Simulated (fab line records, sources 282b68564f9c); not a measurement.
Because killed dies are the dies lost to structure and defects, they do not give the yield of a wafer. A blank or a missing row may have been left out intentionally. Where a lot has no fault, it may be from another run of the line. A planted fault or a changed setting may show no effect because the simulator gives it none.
Which tool is to blame? + flow rit-cmos + 7 lots, 21 wafers sampled, at 3 steps of a route of 202

WHAT THE GAUGES READ, wafer by wafer
RIT_NRETRO_TW_MEAS_10.
| lot  | measured    | on            | NRETRO_TW      |
|------|-------------|---------------|----------------|
| L213 | day 2 20:14 | film-metro-02 | 1047 1045 1034 |
| L215 | day 3 03:37 | film-metro-02 | 1041 1043 1045 |
| L218 | day 3 22:22 | film-metro-03 | 1042 1040 1041 |
| L220 | day 4 12:33 | film-metro-02 | 1040 1040 1052 |
| L223 | day 4 19:47 | film-metro-03 | 1033 1032 1036 |
| L232 | day 6 18:43 | film-metro-03 | 1035 1048 1044 |
| L234 | day 7 06:46 | film-metro-03 | 2156 2170 2165 |

WHICH TOOL RAN EACH LOT (tool, then ch and the chambers of the sampled wafers, then the start)
| lot  | RIT_PWELL_STRIP_09                  | RIT_NRETRO_IMPLANT_08          |
|------|-------------------------------------|--------------------------------|
| L213 | plasma-asher-04 ch 0,1, day 2 12:03 | implanter-01 ch 0, day 2 19:55 |
| L215 | plasma-asher-03 ch 0,1, day 2 19:39 | implanter-04 ch 0, day 3 03:17 |
| L218 | plasma-asher-04 ch 0,1, day 3 12:37 | implanter-04 ch 0, day 3 22:03 |
| L220 | plasma-asher-02 ch 0,1, day 4 04:48 | implanter-02 ch 0, day 4 12:15 |
| L223 | plasma-asher-02 ch 0,1, day 4 12:36 | implanter-04 ch 0, day 4 19:29 |
| L232 | plasma-asher-02 ch 1, day 6 09:04   | implanter-01 ch 0, day 6 18:23 |
| L234 | plasma-asher-03 ch 0,1, day 6 20:16 | implanter-04 ch 0, day 7 06:26 |
- RIT_PWELL_STRIP_09: strips in O2, time 180 s.
- RIT_NRETRO_IMPLANT_08

THE ANSWER, worked out from the rows above alone
Rule: the usual values come from the lots themselves. The widest of any qualifying gaps counts: lots, ordered by their means at a reading, are off when they make up no more than a third of the lots, leave a main group of 4 or more, and stand apart from it by 3 or more times the standard deviation of that group's means. If all means in a main group match to the digits the tables above print for the reading, that group is not used. A lot without any number at a reading at which 4 lots or more have one is off too. Where the step has rows for the other lots, those lots are counted as sound.
Off: L234, at RIT_NRETRO_TW_MEAS_10 (NRETRO_TW). The main group has a mean of 1041 with a standard deviation of 3.4.
If a tool, at a process step before that reading, ran all the lots that are off and no sound lot after the first of them, it fits. The gauges at RIT_NRETRO_TW_MEAS_10 are tried like those tools. Can't be told from this: 3 tools fit, plasma-asher-03 at RIT_PWELL_STRIP_09, implanter-04 at RIT_NRETRO_IMPLANT_08, film-metro-03 at RIT_NRETRO_TW_MEAS_10.

WHAT THE SIMULATOR HAD PUT IN
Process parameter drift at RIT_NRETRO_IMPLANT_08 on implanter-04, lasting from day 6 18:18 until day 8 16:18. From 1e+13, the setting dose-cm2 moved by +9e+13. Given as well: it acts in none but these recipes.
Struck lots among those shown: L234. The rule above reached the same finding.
